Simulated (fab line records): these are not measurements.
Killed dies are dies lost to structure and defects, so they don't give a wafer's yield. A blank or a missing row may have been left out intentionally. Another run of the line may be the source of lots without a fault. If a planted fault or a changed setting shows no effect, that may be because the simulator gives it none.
What tool caused it? | flow rit-cmos | 7 lots, 21 wafers sampled, at 2 steps of a route of 202

WHAT THE GAUGES SHOWED, per wafer
RIT_SPACER_THK_MEAS_04.
lot  | measured    | on            | SPACER_NITRIDE_THK (nm)
L194 | day 3 03:01 | film-metro-01 | 250.9 250.3 251.2
L198 | day 3 23:14 | film-metro-02 | 262.3 263.8 263.7
L204 | day 5 07:06 | film-metro-01 | 252.2 253.4 252.7
L210 | day 6 13:20 | film-metro-01 | 251.3 250.3 252.9
L212 | day 6 22:25 | film-metro-02 | 247.3 249.6 247.4
L214 | day 7 10:47 | film-metro-02 | 249.6 250.1 251.3
L216 | day 7 23:43 | film-metro-04 | 247.2 247.2 244.7

EACH LOT AND THE TOOL THAT RAN IT (in order: tool; ch and the chambers of the sampled wafers; start)
lot  | RIT_SPACER_CVD_03
L194 | lpcvd-02 ch 1, day 3 00:08
L198 | lpcvd-02 ch 1, day 3 21:19
L204 | lpcvd-01 ch 1, day 5 04:13
L210 | lpcvd-02 ch 1, day 6 11:24
L212 | lpcvd-02 ch 0, day 6 20:30
L214 | lpcvd-01 ch 0, day 7 08:52
L216 | lpcvd-01 ch 1, day 7 21:47
- RIT_SPACER_CVD_03: deposits Si3N4 from SiH2Cl2/NH3, target thk 250 nm, time 3300 s.

THE ANSWER, worked out from the rows above alone
Rule: usual is defined by the lots themselves. Put in order of their means at a reading, lots are off if they are a third of the lots or fewer, leave a main group of 4 or more, and stand apart from it by a gap of 3 or more times the standard deviation of the main group's means; of several such gaps the widest counts. A main group whose means are all the same, to the digits that the tables above print for the reading, isn't used. Also off: a lot with no number at a reading for which 4 or more lots have one. Any other lot the step has rows for is counted as sound.
Off: at RIT_SPACER_THK_MEAS_04 (SPACER_NITRIDE_THK), L198. Mean 250.0 nm and standard deviation 2.1 in the main group.
A tool fits if, at a process step before that reading, it ran every lot that is off, and no sound lot after the first of them. Those tools and the gauges at RIT_SPACER_THK_MEAS_04 are tried in the same way. None of those tried fits.

WHAT THE SIMULATOR PUT IN
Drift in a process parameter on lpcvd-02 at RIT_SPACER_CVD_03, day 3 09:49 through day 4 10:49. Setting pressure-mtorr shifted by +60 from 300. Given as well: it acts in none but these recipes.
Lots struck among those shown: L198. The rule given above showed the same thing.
